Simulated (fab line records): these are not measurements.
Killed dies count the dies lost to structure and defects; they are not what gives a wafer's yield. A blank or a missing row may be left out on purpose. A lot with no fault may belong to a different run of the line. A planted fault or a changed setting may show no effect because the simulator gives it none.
Problem report in the 8D (eight disciplines) form, filled by code / flow berkeleyCmos170 / the parts of the form that need people (team, actions taken, sign-off) are left out

## 1. THE ISSUE
Wafers free of any fault read 1 nm (standard deviation 5.5) for ACTIVE_OVL at UCB170_ACTIVE_OVL_MEAS_14, against a mean of -160 nm on 9 wafers of 3 lots. That is -29 standard deviations from the usual mean.
Seen first at day 6 12:29 on overlay-02, wafer L658.1. Wafers with a number at this step in the record: 45, from 15 lots. By rule, "out" or "out of limits" means more than 4 standard deviations away from the usual mean. The rest of the wafers with a number are treated as sound.

## 2. WHAT IT IS; WHAT IT IS NOT
question=which readings at this step | is=ACTIVE_OVL | is not=-
question=which lots | is=L654, L658, L663 | is not=L647, L648, L649, L650, L651, L652, L653, L655, L656, L657, L665, L670
question=which wafers of those lots | is=all that have a number | is not=-
question=read on which gauges | is=overlay-01, overlay-02 | is not=-
question=when | is=from day 6 12:29 | is not=up to then (27 sound wafers); but 9 sound wafers of L655, L665, L670 came after

## 3. WHAT RULES OUT EACH SUSPECT
Counting: any tool at a process step up to the reading is kept as a suspect provided that every lot that is out went through it and no sound lot did after the first of them.
- the gauge at UCB170_ACTIVE_OVL_MEAS_14 is ruled out. Those wafers that are out were read across 2 gauges (overlay-01, overlay-02).
- krfScanner-01 at UCB170_ACTIVE_EXPOSE_10 (exposes mask ACTIVE, target cd 1200 nm): kept. It processed each lot that is out, first L658 at day 6 11:47, and no sound lot thereafter; up to then, the last sound lot it processed was L656 at day 6 11:11.
Left after counting: krfScanner-01 at UCB170_ACTIVE_EXPOSE_10.

## 4. THE CAUSE (what the simulator had put in)
Scanner matching overlay: krfScanner-01, from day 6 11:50 on, at UCB170_ACTIVE_EXPOSE_10. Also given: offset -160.
This tool alone remained once counting was done.

## 5. THE CHAIN OF EFFECTS, in route order
Each row: a reading where the mean over the struck wafers with a number is more than 3 standard deviations away from the usual. Only readings whose record carries a usual standard deviation are examined. hours: median over the lots of the time between each lot's start at the first step of this table that gives one and its start at this step. sigmas: the change, counted in usual standard deviations.
hours=0; step=UCB170_ACTIVE_OVL_MEAS_14; reading=ACTIVE_OVL; usual=1 nm; on struck wafers=-160; change=-161; sigmas=-29

## 6. WHAT WOULD HAVE CAUGHT IT SOONER
In this record the first reading out of limits at a measuring or inspecting step was taken at day 6 12:29, 1 hour after the fault began at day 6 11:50.
L663, from the lots that are out (3), started UCB170_ACTIVE_EXPOSE_10 on krfScanner-01 later than day 6 12:29. A hold on the tool at that time would have spared it.
